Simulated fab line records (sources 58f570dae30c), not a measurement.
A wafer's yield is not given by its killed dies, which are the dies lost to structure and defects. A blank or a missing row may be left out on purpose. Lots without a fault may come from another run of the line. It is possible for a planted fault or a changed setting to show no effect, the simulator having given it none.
Which of the tools did it? + flow berkeley_cmos170 + 7 lots with 21 wafers sampled at 2 steps, on a route of 331 steps

## WHAT EACH GAUGE READ, for each wafer
UCB170_NLDD_TW_MEAS_11.
| lot  | measured     | on            | NLDD_TW        |
|------|--------------|---------------|----------------|
| L578 | day 6 11:25  | film_metro-03 | 2224 2218 2222 |
| L581 | day 7 16:10  | film_metro-03 | 2225 2235 2231 |
| L584 | day 8 05:59  | film_metro-03 | 2200 2201 2201 |
| L590 | day 10 00:57 | film_metro-03 | 2138 2143 2141 |
| L592 | day 10 01:38 | film_metro-03 | 2201 2209 2202 |
| L595 | day 10 07:53 | film_metro-02 | 2199 2200 2188 |
| L598 | day 11 03:41 | film_metro-03 | 2212 2209 2210 |

## TOOL THAT RAN EACH LOT (tool first, then ch and the chambers of the sampled wafers, then the start)
| lot  | UCB170_NLDD_IMPLANT_09          |
|------|---------------------------------|
| L578 | implanter-03 ch 0, day 6 11:11  |
| L581 | implanter-03 ch 0, day 7 15:55  |
| L584 | implanter-01 ch 0, day 8 05:45  |
| L590 | implanter-01 ch 0, day 10 00:42 |
| L592 | implanter-03 ch 0, day 10 01:25 |
| L595 | implanter-02 ch 0, day 10 07:38 |
| L598 | implanter-02 ch 0, day 11 03:27 |
- UCB170_NLDD_IMPLANT_09

## THE ANSWER, worked out from the rows above alone
Rule: usual is defined by the lots themselves. The widest of any qualifying gaps counts: lots, ordered by their means at a reading, are off when they make up no more than a third of the lots, leave a main group of 4 or more, and stand apart from it by 3 or more times the standard deviation of that group's means. If all means in a main group match to the digits the tables above print for the reading, that group is not used. A lot without any number at a reading at which 4 lots or more have one is off too. The other lots that the step has rows for count as sound.
Off: L590, at UCB170_NLDD_TW_MEAS_11 (NLDD_TW). The main group: mean 2210, standard deviation 12.
A tool fits if, at a process step before that reading, it ran every lot that is off, and no sound lot after the first of them. Gauges at UCB170_NLDD_TW_MEAS_11: tried the same way as those tools. One fits: implanter-01 at UCB170_NLDD_IMPLANT_09. A fault onset in the window from L584 (day 8 05:45, its last sound lot) to L590 (day 10 00:42, its first lot off) fits.

## WHAT THE SIMULATOR HAD PUT IN
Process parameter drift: implanter-01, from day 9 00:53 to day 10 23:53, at UCB170_NLDD_IMPLANT_09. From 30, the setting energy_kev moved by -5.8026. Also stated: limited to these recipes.
Struck lots among those shown: L590. Same finding as the rule above.
